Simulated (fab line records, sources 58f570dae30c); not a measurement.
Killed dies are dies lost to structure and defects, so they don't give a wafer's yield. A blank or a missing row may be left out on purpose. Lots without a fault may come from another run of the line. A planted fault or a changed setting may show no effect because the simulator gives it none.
A sampling plan put to the test | flow berkeley_cmos170 | one fab line, 34 faults that these records tell of, each judged on the records of the lots that it struck; 1 more is left out, because the records don't allow judging it
The plan is the line's own looks: the steps of the route at which a gauge or an inspection reads the wafer and doesn't change it. A look can be judged if struck wafers have a number there and the file gives its usual mean and standard deviation on fault-free wafers. Caught: at a look after the fault's first step, the mean of the struck wafers lies 4 or more of those standard deviations (sigma) from the usual mean. On the tool: the same test on the tool's own readings at the fault's steps. Another recipe on the struck wafers, or a record that is blank for them alone, also counts as caught.

THE FAULTS, as the simulator had put them in
1. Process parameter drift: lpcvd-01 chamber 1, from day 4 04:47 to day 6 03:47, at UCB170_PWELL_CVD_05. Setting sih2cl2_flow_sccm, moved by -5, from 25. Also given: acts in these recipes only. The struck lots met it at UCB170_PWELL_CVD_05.
2. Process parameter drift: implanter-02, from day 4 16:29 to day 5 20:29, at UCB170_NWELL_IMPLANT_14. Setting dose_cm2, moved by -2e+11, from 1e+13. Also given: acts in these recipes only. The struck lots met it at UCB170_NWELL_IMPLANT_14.
3. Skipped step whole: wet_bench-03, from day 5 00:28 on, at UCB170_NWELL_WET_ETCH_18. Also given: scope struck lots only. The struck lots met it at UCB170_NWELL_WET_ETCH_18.
4. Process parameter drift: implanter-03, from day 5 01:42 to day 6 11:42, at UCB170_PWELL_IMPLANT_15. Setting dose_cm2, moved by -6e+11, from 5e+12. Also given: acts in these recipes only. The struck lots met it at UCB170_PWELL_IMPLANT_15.
5. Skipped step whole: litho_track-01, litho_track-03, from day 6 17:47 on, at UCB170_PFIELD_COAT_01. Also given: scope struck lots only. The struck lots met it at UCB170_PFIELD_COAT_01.
6. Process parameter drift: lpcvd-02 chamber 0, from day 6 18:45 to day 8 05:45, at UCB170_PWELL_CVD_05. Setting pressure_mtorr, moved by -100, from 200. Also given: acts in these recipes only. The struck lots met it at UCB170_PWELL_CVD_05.
7. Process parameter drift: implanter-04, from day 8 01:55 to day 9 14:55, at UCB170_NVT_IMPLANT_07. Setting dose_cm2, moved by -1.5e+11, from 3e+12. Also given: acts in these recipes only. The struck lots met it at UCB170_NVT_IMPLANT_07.
8. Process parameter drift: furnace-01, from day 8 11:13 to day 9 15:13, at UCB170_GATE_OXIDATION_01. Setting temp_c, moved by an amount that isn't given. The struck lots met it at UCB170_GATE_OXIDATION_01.
9. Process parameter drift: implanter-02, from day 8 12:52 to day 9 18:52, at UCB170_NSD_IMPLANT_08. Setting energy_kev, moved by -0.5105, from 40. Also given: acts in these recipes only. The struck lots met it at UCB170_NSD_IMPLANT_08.
10. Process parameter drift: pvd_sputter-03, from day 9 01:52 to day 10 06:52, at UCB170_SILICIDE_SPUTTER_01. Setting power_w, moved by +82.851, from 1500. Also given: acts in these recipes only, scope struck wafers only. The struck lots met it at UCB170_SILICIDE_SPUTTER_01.
11. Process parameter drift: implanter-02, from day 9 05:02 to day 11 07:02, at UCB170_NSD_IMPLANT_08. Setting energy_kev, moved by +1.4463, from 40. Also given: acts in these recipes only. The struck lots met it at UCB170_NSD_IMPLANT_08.
12. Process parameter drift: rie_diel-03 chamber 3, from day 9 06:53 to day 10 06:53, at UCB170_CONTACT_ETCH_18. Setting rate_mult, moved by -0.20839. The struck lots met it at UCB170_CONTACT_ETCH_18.
13. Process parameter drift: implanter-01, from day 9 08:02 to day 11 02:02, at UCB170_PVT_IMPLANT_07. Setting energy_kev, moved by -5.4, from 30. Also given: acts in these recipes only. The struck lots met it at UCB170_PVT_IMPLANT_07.
14. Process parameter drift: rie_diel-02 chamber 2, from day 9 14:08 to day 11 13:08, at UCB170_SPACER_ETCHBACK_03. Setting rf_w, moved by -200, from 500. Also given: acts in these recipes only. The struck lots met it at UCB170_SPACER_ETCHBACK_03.
15. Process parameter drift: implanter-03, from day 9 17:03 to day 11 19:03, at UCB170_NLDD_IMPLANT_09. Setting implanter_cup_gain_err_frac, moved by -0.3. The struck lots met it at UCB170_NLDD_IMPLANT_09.
16. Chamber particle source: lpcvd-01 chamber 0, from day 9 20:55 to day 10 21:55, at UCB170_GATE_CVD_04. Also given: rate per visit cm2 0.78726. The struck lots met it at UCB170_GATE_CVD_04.
17. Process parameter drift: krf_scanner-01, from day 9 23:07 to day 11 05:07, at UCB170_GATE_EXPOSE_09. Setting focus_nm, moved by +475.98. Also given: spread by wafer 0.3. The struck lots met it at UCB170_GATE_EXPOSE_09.
18. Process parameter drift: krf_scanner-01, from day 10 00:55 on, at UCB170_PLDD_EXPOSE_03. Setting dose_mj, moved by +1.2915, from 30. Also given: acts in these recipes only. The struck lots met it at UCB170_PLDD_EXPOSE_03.
19. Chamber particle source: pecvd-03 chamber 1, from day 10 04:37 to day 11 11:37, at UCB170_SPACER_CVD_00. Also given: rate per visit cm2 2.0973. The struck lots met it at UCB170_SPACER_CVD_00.
20. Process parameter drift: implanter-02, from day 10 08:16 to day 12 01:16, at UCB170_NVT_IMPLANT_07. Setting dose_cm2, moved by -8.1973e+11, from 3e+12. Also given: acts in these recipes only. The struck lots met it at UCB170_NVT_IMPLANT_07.
21. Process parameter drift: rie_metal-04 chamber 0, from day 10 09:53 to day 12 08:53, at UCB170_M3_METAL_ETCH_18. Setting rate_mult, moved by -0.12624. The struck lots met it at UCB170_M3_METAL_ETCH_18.
22. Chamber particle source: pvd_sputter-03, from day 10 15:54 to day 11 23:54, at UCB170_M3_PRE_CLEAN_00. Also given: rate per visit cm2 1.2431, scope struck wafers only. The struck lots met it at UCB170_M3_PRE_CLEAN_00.
23. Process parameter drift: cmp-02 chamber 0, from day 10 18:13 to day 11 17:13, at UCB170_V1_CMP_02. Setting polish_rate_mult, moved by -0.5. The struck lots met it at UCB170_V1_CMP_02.
24. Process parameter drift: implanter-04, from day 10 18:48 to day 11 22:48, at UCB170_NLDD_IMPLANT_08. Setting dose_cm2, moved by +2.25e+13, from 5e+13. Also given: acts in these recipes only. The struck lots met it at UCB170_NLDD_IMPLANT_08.
25. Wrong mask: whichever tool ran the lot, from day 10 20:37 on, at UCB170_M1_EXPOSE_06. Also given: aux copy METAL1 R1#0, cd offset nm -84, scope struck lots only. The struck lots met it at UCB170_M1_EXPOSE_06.
26. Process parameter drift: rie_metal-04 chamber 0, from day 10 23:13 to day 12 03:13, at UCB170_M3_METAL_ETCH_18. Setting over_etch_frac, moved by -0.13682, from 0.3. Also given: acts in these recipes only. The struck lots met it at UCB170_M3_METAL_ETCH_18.
27. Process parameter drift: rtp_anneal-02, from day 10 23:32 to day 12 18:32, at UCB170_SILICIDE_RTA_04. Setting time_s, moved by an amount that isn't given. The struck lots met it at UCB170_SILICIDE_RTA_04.
28. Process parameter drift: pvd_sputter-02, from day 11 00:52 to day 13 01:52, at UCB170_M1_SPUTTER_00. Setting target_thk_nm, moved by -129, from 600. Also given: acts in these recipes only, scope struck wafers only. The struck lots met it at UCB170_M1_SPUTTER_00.
29. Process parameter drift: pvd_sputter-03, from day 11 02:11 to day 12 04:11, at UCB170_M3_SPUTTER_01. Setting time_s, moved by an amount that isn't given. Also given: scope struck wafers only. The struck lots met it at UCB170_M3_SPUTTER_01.
30. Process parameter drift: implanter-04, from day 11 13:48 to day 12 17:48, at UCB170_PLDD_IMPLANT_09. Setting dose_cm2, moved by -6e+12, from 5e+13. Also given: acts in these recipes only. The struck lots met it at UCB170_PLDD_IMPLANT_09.
31. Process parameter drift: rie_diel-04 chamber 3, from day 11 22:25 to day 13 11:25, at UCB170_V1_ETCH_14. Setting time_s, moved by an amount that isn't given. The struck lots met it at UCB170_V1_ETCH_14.
32. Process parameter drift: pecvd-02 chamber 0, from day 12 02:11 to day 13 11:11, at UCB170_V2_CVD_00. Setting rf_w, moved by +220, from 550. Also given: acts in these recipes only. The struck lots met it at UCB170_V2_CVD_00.
33. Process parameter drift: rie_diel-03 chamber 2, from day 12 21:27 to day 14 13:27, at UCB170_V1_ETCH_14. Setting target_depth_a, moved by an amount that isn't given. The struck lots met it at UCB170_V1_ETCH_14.
34. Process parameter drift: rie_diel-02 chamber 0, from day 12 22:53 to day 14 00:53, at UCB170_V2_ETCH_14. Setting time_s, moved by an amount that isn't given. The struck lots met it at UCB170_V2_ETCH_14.

WHAT THE PLAN SAW
fault | on the tool itself                               | first look that catches it                      | reading, sigma                                                | median hours from its first step to that look | hours from the fault's start to the first struck lot there | judged looks passed uncaught
1     | sih2cl2_flow_sccm -83 sigma                      | UCB170_PWELL_THK_MEAS_06                        | PWELL_NITRIDE_THK -5.1                                        | 1.9                                           | 14                                                         | 0
2     | dose_ions_cm2 -20 sigma                          | no look after it can be judged                  | -                                                             | -                                             | -                                                          | 0
3     | the tool's record is blank for the struck wafers | no look after it can be judged                  | -                                                             | -                                             | -                                                          | 0
4     | dose_ions_cm2 -99 or beyond sigma                | not the one look that can be judged after it    | strongest: PWELL_TW at UCB170_PWELL_TW_MEAS_17, -3.8          | -                                             | -                                                          | 1
5     | the tool's record is blank for the struck wafers | not the one look that can be judged after it    | -                                                             | -                                             | -                                                          | 1
6     | pressure_mtorr -99 or beyond sigma               | UCB170_PWELL_THK_MEAS_06                        | PWELL_NITRIDE_THK -20                                         | 1.9                                           | 6                                                          | 0
7     | dose_ions_cm2 -46 sigma                          | no look after it can be judged                  | -                                                             | -                                             | -                                                          | 0
8     | tube_center_temp_C +99 or beyond sigma           | UCB170_GATE_THK_MEAS_02                         | GATE_OXIDE_THK +14                                            | 1.5                                           | 12                                                         | 0
9     | beam_energy_keV -38 sigma                        | no look after it can be judged                  | -                                                             | -                                             | -                                                          | 0
10    | cathode_dc_power_W +99 or beyond sigma           | none of the 3 looks that can be judged after it | strongest: SILICIDE_TI_RS at UCB170_SILICIDE_RS_MEAS_02, -3.0 | -                                             | -                                                          | 3
11    | beam_energy_keV +99 or beyond sigma              | UCB170_SDANNEAL_RS_MEAS_03                      | NSD_RS -5.5                                                   | 1.5                                           | 18                                                         | 1
12    | only faintly: oes_product_au -3.0 sigma          | no look after it can be judged                  | -                                                             | -                                             | -                                                          | 0
13    | beam_energy_keV -99 or beyond sigma              | UCB170_PVT_TW_MEAS_09                           | PVT_TW -6.2                                                   | 0.2                                           | 5                                                          | 0
14    | rf_fwd_power_W -99 or beyond sigma               | no look after it can be judged                  | -                                                             | -                                             | -                                                          | 0
15    | beam_on_s +23 sigma                              | UCB170_NLDD_TW_MEAS_11                          | NLDD_TW +4.3                                                  | 0.2                                           | 5                                                          | 0
16    | under 2 sigma                                    | none of the 7 looks that can be judged after it | -                                                             | -                                             | -                                                          | 7
17    | exposure_dose_mJ_cm2 -21 sigma                   | UCB170_GATE_CD_MEAS_12                          | cd_nm -19                                                     | 0.4                                           | 25                                                         | 0
18    | exposure_dose_mJ_cm2 +39 sigma                   | UCB170_PLDD_CD_MEAS_06                          | cd_nm +5.2                                                    | 0.7                                           | 6                                                          | 0
19    | under 2 sigma                                    | not the one look that can be judged after it    | -                                                             | -                                             | -                                                          | 1
20    | dose_ions_cm2 -99 or beyond sigma                | UCB170_NVT_TW_MEAS_09                           | NVT_TW -8.3                                                   | 0.2                                           | 4                                                          | 0
21    | under 2 sigma                                    | no look after it can be judged                  | -                                                             | -                                             | -                                                          | 0
22    | no reading that can be judged                    | none of the 2 looks that can be judged after it | -                                                             | -                                             | -                                                          | 2
23    | under 2 sigma                                    | UCB170_V1_THK_MEAS_04                           | V1_POLISHED_THK +99 or beyond                                 | 0.4                                           | 6                                                          | 0
24    | dose_ions_cm2 +99 or beyond sigma                | UCB170_NLDD_TW_MEAS_11                          | NLDD_TW +6.0                                                  | 0.4                                           | 9                                                          | 0
25    | no reading that can be judged                    | UCB170_M1_CD_MEAS_09                            | cd_nm -59                                                     | 0.4                                           | 1                                                          | 0
26    | only faintly: oes_product_au +3.3 sigma          | no look after it can be judged                  | -                                                             | -                                             | -                                                          | 0
27    | under 2 sigma                                    | none of the 6 looks that can be judged after it | -                                                             | -                                             | -                                                          | 6
28    | under 2 sigma                                    | UCB170_M1_RS_MEAS_01                            | M1_AL_RS +28                                                  | 0.1                                           | 25                                                         | 0
29    | under 2 sigma                                    | UCB170_M3_RS_MEAS_02                            | M3_AL_RS +23                                                  | 0.1                                           | 5                                                          | 0
30    | dose_ions_cm2 -99 or beyond sigma                | UCB170_SDANNEAL_RS_MEAS_04                      | PLDD_RS +19                                                   | 14.7                                          | 18                                                         | 1
31    | run_length_s +99 or beyond sigma                 | not the one look that can be judged after it    | -                                                             | -                                             | -                                                          | 1
32    | rf_fwd_power_W +99 or beyond sigma               | UCB170_V2_THK_MEAS_01                           | V2_TEOS_THK +6.5                                              | 0.2                                           | 27                                                         | 0
33    | oes_product_au +12 sigma                         | no look after it can be judged                  | -                                                             | -                                             | -                                                          | 0
34    | run_length_s +99 or beyond sigma                 | not the one look that can be judged after it    | -                                                             | -                                             | -                                                          | 1
A dash: the fault isn't caught, or these records don't give the number.

Caught at a look: 16 of 34. Caught on the tool: 23 of 34. By one or the other: 27 of 34.
Caught on the tool alone: faults 2, 3, 4, 5, 7, 9, 10, 14, 31, 33, 34.
Caught at a look alone: faults 23, 25, 28, 29.
Caught by neither: faults 12, 16, 19, 21, 22, 26, 27.

THINNER SAMPLING
If the look that catches a fault measured only every second or every third lot, by lot number, the first struck lot would be measured this late in the worst case:
fault | struck lots at that look, in order of time | every lot | every second lot | every third lot
1     | L427                                       | 14 h      | may miss it      | may miss it
6     | L146                                       | 6 h       | may miss it      | may miss it
8     | L838, L837                                 | 12 h      | 12 h             | may miss all 2
11    | L684, L687, L689                           | 18 h      | 30 h             | may miss all 3
13    | L675, L678                                 | 5 h       | 32 h             | may miss all 2
15    | L277, L278                                 | 5 h       | 18 h             | may miss all 2
17    | L676                                       | 25 h      | may miss it      | may miss it
18    | L754, L753, L752, L759                     | 6 h       | 6 h              | 7 h
20    | L746, L747                                 | 4 h       | 17 h             | may miss all 2
23    | L341, L345                                 | 6 h       | may miss all 2   | may miss all 2
24    | L856, L860                                 | 9 h       | may miss all 2   | may miss all 2
25    | L929                                       | 1 h       | may miss it      | may miss it
28    | L277                                       | 25 h      | may miss it      | may miss it
29    | L332, L333                                 | 5 h       | 19 h             | may miss all 2
30    | L311, L312, L315                           | 18 h      | 32 h             | may miss all 3
32    | L683                                       | 27 h      | may miss it      | may miss it
Hours are from the fault's start to the first struck lot that is measured. The limit of 4 sigma was tested on all struck wafers together, so one lot alone may lie under it. Other struck lots may not be in these records.

THE LONGEST TIMED WAY FROM STEP TO LOOK
Fault 30: a median of 14.7 hours passes between UCB170_PLDD_IMPLANT_09 and UCB170_SDANNEAL_RS_MEAS_04. The look between them that can be judged stayed within 4 sigma: UCB170_NSD_CD_MEAS_06.
